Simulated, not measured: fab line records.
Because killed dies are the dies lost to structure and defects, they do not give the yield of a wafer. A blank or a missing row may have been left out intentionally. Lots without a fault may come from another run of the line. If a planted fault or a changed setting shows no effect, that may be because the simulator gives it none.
Split-lot study ; flow berkeley-cmos170 ; on a route of 331 steps: 5 lots, 23 wafers read

## SPLIT DETAILS
At UCB170_PVT_IMPLANT_07, the setting energy-kev was moved away from the recipe's 30 on 9 of the 23 wafers read, by -4.3% to -1.6%. For the rest of the wafers, this setting stayed at what the recipe calls for.

Reading taken at the split's own step.

## THE READING
implant.drp-nm (the simulator's own value, which no gauge read), in nm, at UCB170_PVT_IMPLANT_07. No usual value for it is given in the file.

wafer;tool, chamber at the split;energy-kev as run;against the recipe;implant.drp-nm, nm;against lot-mates on the recipe
L076.1;implanter-04, 0;30;recipe;16.56;-
L076.2;implanter-04, 0;30;recipe;16.56;-
L076.3;implanter-04, 0;28.7;-4.3%;16.13;-0.43
L076.4;implanter-04, 0;28.7;-4.3%;16.13;-0.43
L076.5;implanter-04, 0;28.7;-4.3%;16.13;-0.43
L078.1;implanter-01, 0;30;recipe;16.56;-
L078.2;implanter-01, 0;30;recipe;16.56;-
L078.3;implanter-01, 0;30;recipe;16.56;-
L078.5;implanter-01, 0;29.5;-1.7%;16.4;-0.16
L078.6;implanter-01, 0;29.5;-1.7%;16.4;-0.16
L079.1;implanter-03, 0;30;recipe;16.56;-
L079.4;implanter-03, 0;30;recipe;16.56;-
L079.6;implanter-03, 0;30;recipe;16.56;-
L080.1;implanter-01, 0;29.2;-2.7%;16.29;-0.27
L080.3;implanter-01, 0;29.2;-2.7%;16.29;-0.27
L080.2;implanter-01, 0;30;recipe;16.56;-
L080.4;implanter-01, 0;30;recipe;16.56;-
L080.6;implanter-01, 0;30;recipe;16.56;-
L081.1;implanter-01, 0;30;recipe;16.56;-
L081.3;implanter-01, 0;30;recipe;16.56;-
L081.5;implanter-01, 0;30;recipe;16.56;-
L081.2;implanter-01, 0;29.52;-1.6%;16.4;-0.16
L081.6;implanter-01, 0;29.52;-1.6%;16.4;-0.16

THE FIT
A straight line over all 23 wafers: implant.drp-nm changes by +0.0995 nm for each +1% of energy-kev; r = +1.00; the points scatter about the line by 0.0024 nm.
The same after taking each lot's own level away (the mean of its wafers on the recipe; 23 wafers): +0.0995 nm for each +1%; r = +1.00; scatter 0.0024 nm.
According to that fit, moving energy-kev by its largest amount changes the reading by 0.43 nm.
The lots' own levels span 16.560 to 16.560 nm.
The two slopes are in agreement: the lot-to-lot level therefore moves the slope only a little.
Check: -0.431 nm against its lot-mates is what the line predicts for one of the wafers moved furthest among these (-4.3%) when that wafer is left out of the fit. It came out at -0.43 nm against them.

## OTHER SPLITS ON THESE WAFERS
These wafers also went through other splits before the reading. Each is held against what the fit with the lots' levels taken away leaves over:
other split on the same wafers;wafers away from the commonest value;r with implant.drp-nm (lot level and that fit taken away)
UCB170_PWELL_CVD_05 time-s;10;-0.41
UCB170_PWELL_COAT_08 resist-thk-nm;8;+0.67
UCB170_SACOX_OXIDATION_01 ox-time-s;15;+0.63
UCB170_NVT_COAT_01 spin-rpm;8;-0.16

## THE FILE'S OWN FIT
implant.drp-nm changes by +0.101 nm for each +1% of energy-kev, r = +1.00.
